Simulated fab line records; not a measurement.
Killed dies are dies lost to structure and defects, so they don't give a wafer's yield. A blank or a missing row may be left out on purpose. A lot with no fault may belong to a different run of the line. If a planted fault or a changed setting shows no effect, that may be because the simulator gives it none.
Commonality check across tools || flow berkeley cmos170 || 14 lots, 42 wafers sampled

== REASON IT WAS OPENED ==
At UCB170_SDANNEAL_RS_MEAS_02 the reading PSD_RS is flagged on 2 of 14 lots. Wafers without a fault read 75.46 ohm/sq, standard deviation 0.27.
Rule: a lot is flagged when every wafer of it that has a number lies more than 4 standard deviations from that mean, or none has a number. The rest of the lots are taken to be sound.

{"lot": "L426", "measured": "day 5 23:42", "on": "film metro-02", "PSD_RS (ohm/sq), wafer by wafer": "75.43 74.94 75.17", "flag": ""}
{"lot": "L429", "measured": "day 7 08:37", "on": "film metro-03", "PSD_RS (ohm/sq), wafer by wafer": "75.79 75.54 75.20", "flag": ""}
{"lot": "L432", "measured": "day 7 22:56", "on": "film metro-01", "PSD_RS (ohm/sq), wafer by wafer": "75.61 75.52 75.39", "flag": ""}
{"lot": "L431", "measured": "day 8 01:48", "on": "film metro-02", "PSD_RS (ohm/sq), wafer by wafer": "75.09 75.32 75.04", "flag": ""}
{"lot": "L434", "measured": "day 8 09:16", "on": "film metro-02", "PSD_RS (ohm/sq), wafer by wafer": "75.48 75.23 75.59", "flag": ""}
{"lot": "L433", "measured": "day 8 09:43", "on": "film metro-03", "PSD_RS (ohm/sq), wafer by wafer": "75.04 75.09 75.37", "flag": ""}
{"lot": "L435", "measured": "day 8 09:55", "on": "film metro-02", "PSD_RS (ohm/sq), wafer by wafer": "75.50 75.50 75.55", "flag": ""}
{"lot": "L436", "measured": "day 9 01:16", "on": "film metro-03", "PSD_RS (ohm/sq), wafer by wafer": "75.53 75.83 75.59", "flag": ""}
{"lot": "L437", "measured": "day 9 08:07", "on": "film metro-02", "PSD_RS (ohm/sq), wafer by wafer": "75.63 75.44 75.65", "flag": ""}
{"lot": "L438", "measured": "day 9 19:54", "on": "film metro-02", "PSD_RS (ohm/sq), wafer by wafer": "75.58 75.32 75.40", "flag": ""}
{"lot": "L442", "measured": "day 10 03:55", "on": "film metro-03", "PSD_RS (ohm/sq), wafer by wafer": "75.66 75.68 75.62", "flag": ""}
{"lot": "L443", "measured": "day 10 07:40", "on": "film metro-01", "PSD_RS (ohm/sq), wafer by wafer": "75.90 75.99 75.92", "flag": ""}
{"lot": "L449", "measured": "day 11 05:16", "on": "film metro-02", "PSD_RS (ohm/sq), wafer by wafer": "72.19 72.48 72.60", "flag": "FLAGGED"}
{"lot": "L448", "measured": "day 11 07:04", "on": "film metro-01", "PSD_RS (ohm/sq), wafer by wafer": "72.75 72.94 72.80", "flag": "FLAGGED"}
The mean of the flagged lots' numbers is 72.63 ohm/sq, -2.83 ohm/sq from the usual (-10 standard deviations).

== WHICH TOOL RAN EACH LOT ==
4 process steps preceding the reading are held in the record, out of 331 steps in the route. Read each cell as the tool, then ch plus the chambers that the sampled wafers visited, then the start.
{"lot": "L426", "flag": "", "UCB170_GATE_ETCH_14": "rie diel-01 ch 1,2,3, day 5 09:06", "UCB170_PSD_IMPLANT_08": "implanter-02 ch 0, day 5 20:36", "UCB170_PSD_STRIP_09": "plasma asher-03 ch 0,1, day 5 20:44", "UCB170_SDANNEAL_RTA_00": "rtp anneal-01 ch 0, day 5 23:34"}
{"lot": "L429", "flag": "", "UCB170_GATE_ETCH_14": "rie diel-02 ch 1,2, day 6 19:56", "UCB170_PSD_IMPLANT_08": "implanter-02 ch 0, day 7 05:48", "UCB170_PSD_STRIP_09": "plasma asher-03 ch 0,1, day 7 05:57", "UCB170_SDANNEAL_RTA_00": "rtp anneal-02 ch 0, day 7 08:29"}
{"lot": "L432", "flag": "", "UCB170_GATE_ETCH_14": "rie diel-03 ch 0,2,3, day 7 05:57", "UCB170_PSD_IMPLANT_08": "implanter-04 ch 0, day 7 16:47", "UCB170_PSD_STRIP_09": "plasma asher-03 ch 0,1, day 7 16:56", "UCB170_SDANNEAL_RTA_00": "rtp anneal-02 ch 0, day 7 22:48"}
{"lot": "L431", "flag": "", "UCB170_GATE_ETCH_14": "rie diel-01 ch 0,3, day 7 11:48", "UCB170_PSD_IMPLANT_08": "implanter-02 ch 0, day 7 21:15", "UCB170_PSD_STRIP_09": "plasma asher-02 ch 0,1, day 7 21:22", "UCB170_SDANNEAL_RTA_00": "rtp anneal-02 ch 0, day 8 01:40"}
{"lot": "L434", "flag": "", "UCB170_GATE_ETCH_14": "rie diel-02 ch 0,3, day 7 17:23", "UCB170_PSD_IMPLANT_08": "implanter-01 ch 0, day 8 04:41", "UCB170_PSD_STRIP_09": "plasma asher-03 ch 0, day 8 04:50", "UCB170_SDANNEAL_RTA_00": "rtp anneal-02 ch 0, day 8 09:08"}
{"lot": "L433", "flag": "", "UCB170_GATE_ETCH_14": "rie diel-03 ch 0,1, day 7 17:01", "UCB170_PSD_IMPLANT_08": "implanter-02 ch 0, day 8 04:57", "UCB170_PSD_STRIP_09": "plasma asher-02 ch 0,1, day 8 05:06", "UCB170_SDANNEAL_RTA_00": "rtp anneal-01 ch 0, day 8 09:35"}
{"lot": "L435", "flag": "", "UCB170_GATE_ETCH_14": "rie diel-01 ch 0,2,3, day 7 17:16", "UCB170_PSD_IMPLANT_08": "implanter-04 ch 0, day 8 04:47", "UCB170_PSD_STRIP_09": "plasma asher-04 ch 0,1, day 8 04:56", "UCB170_SDANNEAL_RTA_00": "rtp anneal-02 ch 0, day 8 09:47"}
{"lot": "L436", "flag": "", "UCB170_GATE_ETCH_14": "rie diel-02 ch 0,2,3, day 8 02:39", "UCB170_PSD_IMPLANT_08": "implanter-02 ch 0, day 8 18:31", "UCB170_PSD_STRIP_09": "plasma asher-03 ch 0,1, day 8 18:44", "UCB170_SDANNEAL_RTA_00": "rtp anneal-01 ch 0, day 9 01:09"}
{"lot": "L437", "flag": "", "UCB170_GATE_ETCH_14": "rie diel-03 ch 2,3, day 8 18:34", "UCB170_PSD_IMPLANT_08": "implanter-01 ch 0, day 9 04:12", "UCB170_PSD_STRIP_09": "plasma asher-03 ch 0,1, day 9 04:20", "UCB170_SDANNEAL_RTA_00": "rtp anneal-01 ch 0, day 9 07:59"}
{"lot": "L438", "flag": "", "UCB170_GATE_ETCH_14": "rie diel-01 ch 0,2, day 9 03:56", "UCB170_PSD_IMPLANT_08": "implanter-02 ch 0, day 9 15:56", "UCB170_PSD_STRIP_09": "plasma asher-02 ch 0,1, day 9 16:05", "UCB170_SDANNEAL_RTA_00": "rtp anneal-02 ch 0, day 9 19:47"}
{"lot": "L442", "flag": "", "UCB170_GATE_ETCH_14": "rie diel-03 ch 1,2,3, day 9 15:33", "UCB170_PSD_IMPLANT_08": "implanter-04 ch 0, day 9 23:43", "UCB170_PSD_STRIP_09": "plasma asher-04 ch 0,1, day 9 23:49", "UCB170_SDANNEAL_RTA_00": "rtp anneal-02 ch 0, day 10 03:46"}
{"lot": "L443", "flag": "", "UCB170_GATE_ETCH_14": "rie diel-01 ch 0,1,2, day 9 19:19", "UCB170_PSD_IMPLANT_08": "implanter-02 ch 0, day 10 03:54", "UCB170_PSD_STRIP_09": "plasma asher-02 ch 0,1, day 10 04:03", "UCB170_SDANNEAL_RTA_00": "rtp anneal-02 ch 0, day 10 07:32"}
{"lot": "L449", "flag": "FLAGGED", "UCB170_GATE_ETCH_14": "rie diel-02 ch 1,2,3, day 10 12:50", "UCB170_PSD_IMPLANT_08": "implanter-02 ch 0, day 10 23:37", "UCB170_PSD_STRIP_09": "plasma asher-02 ch 0,1, day 10 23:45", "UCB170_SDANNEAL_RTA_00": "rtp anneal-02 ch 0, day 11 05:08"}
{"lot": "L448", "flag": "FLAGGED", "UCB170_GATE_ETCH_14": "rie diel-01 ch 1,2, day 10 13:04", "UCB170_PSD_IMPLANT_08": "implanter-02 ch 0, day 10 23:52", "UCB170_PSD_STRIP_09": "plasma asher-02 ch 0,1, day 11 00:01", "UCB170_SDANNEAL_RTA_00": "rtp anneal-02 ch 0, day 11 06:56"}
These steps, and what they do:
- UCB170_GATE_ETCH_14: etches BARC in N2/H2.
- UCB170_PSD_IMPLANT_08
- UCB170_PSD_STRIP_09: strips in O2.
- UCB170_SDANNEAL_RTA_00: time 10 s.
- UCB170_SDANNEAL_RS_MEAS_02: measures by four-point-probe.

== FLAGGED OVER TOTAL, TOOL BY TOOL (the gauges that took the reading come last) ==
{"step": "UCB170_GATE_ETCH_14", "tool": "rie diel-01", "lots run": 6, "flagged": 1, "share of the flagged lots": "some", "sound lots run after its first flagged lot": 0}
{"step": "UCB170_GATE_ETCH_14", "tool": "rie diel-02", "lots run": 4, "flagged": 1, "share of the flagged lots": "some", "sound lots run after its first flagged lot": 0}
{"step": "UCB170_GATE_ETCH_14", "tool": "rie diel-03", "lots run": 4, "flagged": 0, "share of the flagged lots": "none", "sound lots run after its first flagged lot": "-"}
{"step": "UCB170_PSD_IMPLANT_08", "tool": "implanter-01", "lots run": 2, "flagged": 0, "share of the flagged lots": "none", "sound lots run after its first flagged lot": "-"}
{"step": "UCB170_PSD_IMPLANT_08", "tool": "implanter-02", "lots run": 9, "flagged": 2, "share of the flagged lots": "all", "sound lots run after its first flagged lot": 0}
{"step": "UCB170_PSD_IMPLANT_08", "tool": "implanter-04", "lots run": 3, "flagged": 0, "share of the flagged lots": "none", "sound lots run after its first flagged lot": "-"}
{"step": "UCB170_PSD_STRIP_09", "tool": "plasma asher-02", "lots run": 6, "flagged": 2, "share of the flagged lots": "all", "sound lots run after its first flagged lot": 0}
{"step": "UCB170_PSD_STRIP_09", "tool": "plasma asher-03", "lots run": 6, "flagged": 0, "share of the flagged lots": "none", "sound lots run after its first flagged lot": "-"}
{"step": "UCB170_PSD_STRIP_09", "tool": "plasma asher-04", "lots run": 2, "flagged": 0, "share of the flagged lots": "none", "sound lots run after its first flagged lot": "-"}
{"step": "UCB170_SDANNEAL_RTA_00", "tool": "rtp anneal-01", "lots run": 4, "flagged": 0, "share of the flagged lots": "none", "sound lots run after its first flagged lot": "-"}
{"step": "UCB170_SDANNEAL_RTA_00", "tool": "rtp anneal-02", "lots run": 10, "flagged": 2, "share of the flagged lots": "all", "sound lots run after its first flagged lot": 0}
{"step": "UCB170_SDANNEAL_RS_MEAS_02", "tool": "film metro-01", "lots run": 3, "flagged": 1, "share of the flagged lots": "some", "sound lots run after its first flagged lot": 0}
{"step": "UCB170_SDANNEAL_RS_MEAS_02", "tool": "film metro-02", "lots run": 7, "flagged": 1, "share of the flagged lots": "some", "sound lots run after its first flagged lot": 0}
{"step": "UCB170_SDANNEAL_RS_MEAS_02", "tool": "film metro-03", "lots run": 4, "flagged": 0, "share of the flagged lots": "none", "sound lots run after its first flagged lot": "-"}

== WHAT THE TABLE ALLOWS ==
In the table, 3 rows ran each flagged lot (implanter-02 at UCB170_PSD_IMPLANT_08; plasma asher-02 at UCB170_PSD_STRIP_09; rtp anneal-02 at UCB170_SDANNEAL_RTA_00).
- implanter-02 at UCB170_PSD_IMPLANT_08 ran 9 lots, 2 of them flagged. It ran its last sound lot, L443, at day 10 03:54 and its first flagged lot, L449, at day 10 23:37: a fault with its onset between the two fits. Its own readings (dose ions cm2) fall more than 4 standard deviations out on all wafers of the flagged lots.
- plasma asher-02 at UCB170_PSD_STRIP_09 ran 6 lots, 2 of them flagged. It ran its last sound lot, L443, at day 10 04:03 and its first flagged lot, L449, at day 10 23:45: a fault with its onset between the two fits. Its own readings (strip time to endpoint s) fall more than 4 standard deviations out on all wafers of the flagged lots.
- rtp anneal-02 at UCB170_SDANNEAL_RTA_00 ran 10 lots, 2 of them flagged. It ran its last sound lot, L443, at day 10 07:32 and its first flagged lot, L449, at day 11 05:08: a fault with its onset between the two fits.
Because each of these 3 tools fits a fault that began at some hour, counting lots does not separate them. More lots, or a look at what each step does to the wafer, might.

== WHAT HAD BEEN PUT IN BY THE SIMULATOR ==
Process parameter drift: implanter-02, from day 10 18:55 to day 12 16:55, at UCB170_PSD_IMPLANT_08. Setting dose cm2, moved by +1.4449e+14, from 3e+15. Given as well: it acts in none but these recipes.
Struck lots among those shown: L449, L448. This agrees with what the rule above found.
